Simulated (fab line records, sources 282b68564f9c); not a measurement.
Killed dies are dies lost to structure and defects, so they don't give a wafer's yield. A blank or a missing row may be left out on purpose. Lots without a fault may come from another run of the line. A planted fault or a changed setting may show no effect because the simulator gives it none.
A struck lot beside a sound one | flow rit_cmos | 18 steps out of a route of 202
Sound: wafers L665.1, L665.4, L665.6. Struck: wafers L673.1, L673.2, L673.6. The cause comes at the end.
At each step with rows: each side's tool, then ch and its chambers, then its first start. Under that, the readings that differ: sound wafers | struck wafers | difference of the means | sigmas: that difference in standard deviations of wafers without a fault.
alike: readings whose means differ by less than 2 such deviations, and words and numbers that are the same on both sides. not compared: withheld readings, readings that some wafer has no value for, bounds like >300 that may hide the same value, and numbers for which the record gives no deviation and whose values overlap.
The two part at a step that has a row with sigmas, a row that says differs or no value, or rows on one side only. Numbers that don't overlap but have no deviation are shown without sigmas and don't part them. A reading that every wafer of one side lacks parts them only if that side has two wafers or more.

first, 5 steps without rows for these wafers: RIT_NWELL_COAT_01 (resist thk 1300 nm); RIT_NWELL_SOFTBAKE_02 (time 60 s); RIT_NWELL_EXPOSE_03 (exposes mask M2, target cd 43900 nm); RIT_NWELL_PEB_04; RIT_NWELL_DEVELOP_05 (develop time 68 s).
RIT_NWELL_OVL_MEAS_06:
  sound on overlay-02, day 3 05:05; struck on overlay-01, day 4 19:42
  alike: NWELL_OVL
then, 2 steps without rows for these wafers: RIT_NWELL_HARDBAKE_07 (time 120 s); RIT_NWELL_IMPLANT_08.
RIT_NWELL_STRIP_09: strips in O2, time 180 s.
  sound on plasma_asher-03 ch 1, day 3 05:31; struck on plasma_asher-03 ch 0,1, day 4 20:08
  alike: drypump_motor_current_A
  not compared: rf_hours_counter_h
RIT_NWELL_TW_MEAS_10:
  sound on film_metro-04, day 3 05:41; struck on film_metro-02, day 4 20:19
  alike: NWELL_TW
then, 2 steps without rows for these wafers: RIT_PWELL_HMDS_00 (prime time 60 s); RIT_PWELL_COAT_01 (resist thk 1300 nm).
RIT_PWELL_SOFTBAKE_02: time 60 s.
  sound on litho_track-02 ch 0, day 3 06:03; struck on litho_track-02 ch 0, day 4 20:40
  reading                                    | sound             | struck            | difference | sigmas
  heater_power_total_W (W)                   | 34.60 34.55 34.56 | 38.42 38.43 38.54 | +3.89      | +88
  plate_temp_C (C)                           | 90.01 89.98 89.98 | 97.25 97.21 97.21 | +7.23      | +56
  model.NOVOLAK_of_PWELL_COAT_01.thk_nm (nm) | 1302 1298 1306    | 1273 1273 1273    | -29        |
then, 2 steps without rows for these wafers: RIT_PWELL_EXPOSE_03 (exposes mask M3, target cd 43700 nm); RIT_PWELL_PEB_04.
RIT_PWELL_DEVELOP_05: develop time 68 s.
  sound on litho_track-03 ch 0; struck on litho_track-04 ch 0
  reading                                    | sound          | struck         | difference | sigmas
  model.NOVOLAK_of_PWELL_COAT_01.thk_nm (nm) | 1302 1297 1305 | 1272 1273 1272 | -29        |
RIT_PWELL_OVL_MEAS_06:
  sound on overlay-01, day 3 06:48; struck on overlay-01, day 4 21:15
  alike: PWELL_OVL
RIT_M1_PROBE_99:
  sound on prober-02, day 4 20:26; struck on prober-02, day 6 12:16
  alike: killed_at_contacts, killed_at_front_end, killed_dies, killed_open, killed_short

WHERE THEY PART
Only at RIT_PWELL_SOFTBAKE_02, within this record. Later steps at which nothing parts them and some readings are alike: RIT_PWELL_OVL_MEAS_06, RIT_M1_PROBE_99.

WHY: what the simulator had put in
Process parameter drift: litho_track-02, from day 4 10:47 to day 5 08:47, at RIT_PWELL_SOFTBAKE_02. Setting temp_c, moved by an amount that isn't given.
